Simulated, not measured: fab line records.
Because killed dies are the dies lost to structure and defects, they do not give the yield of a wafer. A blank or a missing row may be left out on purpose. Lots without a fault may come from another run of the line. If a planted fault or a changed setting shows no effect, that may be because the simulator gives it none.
The same fault as seen by 2 desks	flow berkeley cmos170	what lay behind the numbers comes last; until then each desk has only its own

TOOL OWNER'S DESK, implanter-01
The tool's own readings at UCB170_PLDD_IMPLANT_08: means of the sampled wafers that have a number, for each lot that ran on this tool. Marked OUT: a lot whose mean sits more than 4 standard deviations from the usual mean, which makes it out of limits; the brackets give that distance.
Columns: A = beam energy keV at UCB170_PLDD_IMPLANT_08, usual 10.000
lot	first seen here	A
L635	day 7 18:22	10.001
L638	day 8 18:19	10.283 (+94) OUT
L645	day 9 10:39	10.276 (+92) OUT
This desk's verdict: out of limits on L638, L645, starting with L638 at day 8 18:19 (beam energy keV at UCB170_PLDD_IMPLANT_08). Within limits: L635.

METROLOGY DESK
Means of the sampled wafers that have a number, per lot and without regard to the tool the lot ran on: this is what the gauges read. Marked OUT: a lot whose mean sits more than 4 standard deviations from the usual mean, which makes it out of limits; the brackets give that distance.
Columns: A = cd nm at UCB170_GATE_CD_MEAS_90, usual 350.0 nm; B = cd nm at UCB170_PLDD_CD_MEAS_06, usual 1200.1 nm; C = PLDD_OVL at UCB170_PLDD_OVL_MEAS_07, usual -5 nm
lot	first seen here	A	B	C
L629	day 6 18:33	350.1	1200.4	-5
L635	day 7 14:35	349.6	1200.5	-7
L638	day 8 16:33	351.8	1199.1	-5
L645	day 9 09:11	350.8	1199.6	-4
L647	day 10 01:52	347.1	1200.6	-5
L648	day 10 01:58	349.9	1201.7	-8
This desk found nothing out of limits on any of the 6 lots.

ALL TOGETHER
The tool owner's desk could have raised an alarm at day 8 18:19, on L638, L645.
The metrology desk saw nothing out of limits.
The metrology desk has L638, L645 on record, within its limits.
On implanter-01, each named lot ran UCB170_PLDD_IMPLANT_08.

WHAT THE SIMULATOR HAD INSERTED
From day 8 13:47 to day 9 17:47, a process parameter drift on implanter-01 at UCB170_PLDD_IMPLANT_08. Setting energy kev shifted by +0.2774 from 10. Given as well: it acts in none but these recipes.
Shown lots that were struck: L638, L645.
Hours from the fault's start to each desk's first reading out of limits: the tool owner's desk, 5.
